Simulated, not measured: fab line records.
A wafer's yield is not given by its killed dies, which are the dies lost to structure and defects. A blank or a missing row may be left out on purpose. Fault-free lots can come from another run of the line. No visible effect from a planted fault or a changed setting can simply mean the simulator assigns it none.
What tool caused it? | flow berkeleyCmos170 | 14 lots with 42 wafers sampled at 2 steps, on a route of 331 steps

WHAT EACH GAUGE READ, for each wafer
UCB170_ACTIVE_THK_MEAS_06. Usual: ACTIVE_NITRIDE_THK typically reads 220.7 nm, with standard deviation 2.3.
lot  | measured    | on           | ACTIVE_NITRIDE_THK (nm) | flag
L779 | day 4 03:41 | filmMetro-04 | 216.9 218.6 215.9       | 
L782 | day 4 10:32 | filmMetro-04 | 221.0 221.1 221.4       | 
L783 | day 4 16:25 | filmMetro-03 | 222.7 222.9 221.0       | 
L785 | day 4 20:56 | filmMetro-02 | 338.6 338.4 338.6       | OFF
L786 | day 5 13:18 | filmMetro-04 | 338.6 337.0 336.5       | OFF
L792 | day 6 19:43 | filmMetro-04 | 218.6 220.0 219.7       | 
L794 | day 7 04:48 | filmMetro-04 | 220.5 222.6 220.5       | 
L795 | day 8 01:32 | filmMetro-02 | 220.6 217.2 217.9       | 
L796 | day 8 07:17 | filmMetro-03 | 225.7 223.4 225.3       | 
L797 | day 8 07:12 | filmMetro-04 | 222.4 224.7 222.3       | 
L798 | day 8 07:12 | filmMetro-03 | 220.6 221.7 222.1       | 
L799 | day 8 07:16 | filmMetro-04 | 219.1 218.0 219.4       | 
L800 | day 8 09:27 | filmMetro-02 | 221.8 224.5 224.5       | 
L801 | day 8 09:27 | filmMetro-04 | 219.5 220.5 218.6       | 

WHICH TOOL RAN EACH LOT (tool, then ch and the chambers of the sampled wafers, then the start)
lot  | UCB170_ACTIVE_CVD_05
L779 | lpcvd-02 ch 1, day 4 01:46
L782 | lpcvd-02 ch 1, day 4 08:35
L783 | lpcvd-02 ch 0, day 4 14:30
L785 | lpcvd-02 ch 0, day 4 19:01
L786 | lpcvd-02 ch 0, day 5 11:22
L792 | lpcvd-01 ch 1, day 6 17:49
L794 | lpcvd-01 ch 0, day 7 02:53
L795 | lpcvd-02 ch 1, day 7 22:39
L796 | lpcvd-01 ch 0, day 8 05:17
L797 | lpcvd-01 ch 0, day 8 05:17
L798 | lpcvd-01 ch 0, day 8 05:17
L799 | lpcvd-01 ch 0, day 8 05:17
L800 | lpcvd-02 ch 0, day 8 07:32
L801 | lpcvd-02 ch 0, day 8 07:32
- UCB170_ACTIVE_CVD_05: deposits Si3N4 from SiH2Cl2/NH3, target thk 220 nm, time 3300 s.

WHAT THE TOOLS THEMSELVES READ (means of the sampled wafers that have a number; where no wafer has one, the mark that the record gives instead)
UCB170_ACTIVE_CVD_05. Usual: susceptorTempC 800.03 C, standard deviation 0.3; zonePowerSourcePct 20.5 %, standard deviation 2.5.
lot  | tool     | susceptorTempC (C) | zonePowerSourcePct (%) | flag
L779 | lpcvd-02 | 799.93             | 21.9                   | 
L782 | lpcvd-02 | 800.14             | 21.7                   | 
L783 | lpcvd-02 | 800.12             | 17.0                   | 
L785 | lpcvd-02 | 800.11             | 17.1                   | 
L786 | lpcvd-02 | 800.09             | 17.1                   | 
L792 | lpcvd-01 | 799.61             | 19.2                   | 
L794 | lpcvd-01 | 800.07             | 23.5                   | 
L795 | lpcvd-02 | 800.01             | 22.1                   | 
L796 | lpcvd-01 | 800.24             | 23.5                   | 
L797 | lpcvd-01 | 799.75             | 23.5                   | 
L798 | lpcvd-01 | 800.18             | 23.7                   | 
L799 | lpcvd-01 | 800.27             | 23.6                   | 
L800 | lpcvd-02 | 800.23             | 17.2                   | 
L801 | lpcvd-02 | 800.08             | 17.0                   | 

THE ANSWER, worked out from the rows above alone
Rule: lot off if the mean of its wafers having a number is beyond 3 standard deviations from the usual mean. A lot without any number at a reading at which 4 lots or more have one is off too. Where the step has rows for the other lots, those lots are counted as sound. First the gauges in route order, then the tools' own readings, where a lot's mean is used as printed above. At the first step where some lot is off, the reading lying furthest off is the one used; lots without a number count as furthest.
Off: at UCB170_ACTIVE_THK_MEAS_06 (ACTIVE_NITRIDE_THK), L785, L786.
A tool fits if, at a process step before that reading, it ran every lot that is off, and no sound lot after the first of them. Gauges at UCB170_ACTIVE_THK_MEAS_06: tried the same way as those tools. Of those tried, none fits.

WHAT THE SIMULATOR PUT IN
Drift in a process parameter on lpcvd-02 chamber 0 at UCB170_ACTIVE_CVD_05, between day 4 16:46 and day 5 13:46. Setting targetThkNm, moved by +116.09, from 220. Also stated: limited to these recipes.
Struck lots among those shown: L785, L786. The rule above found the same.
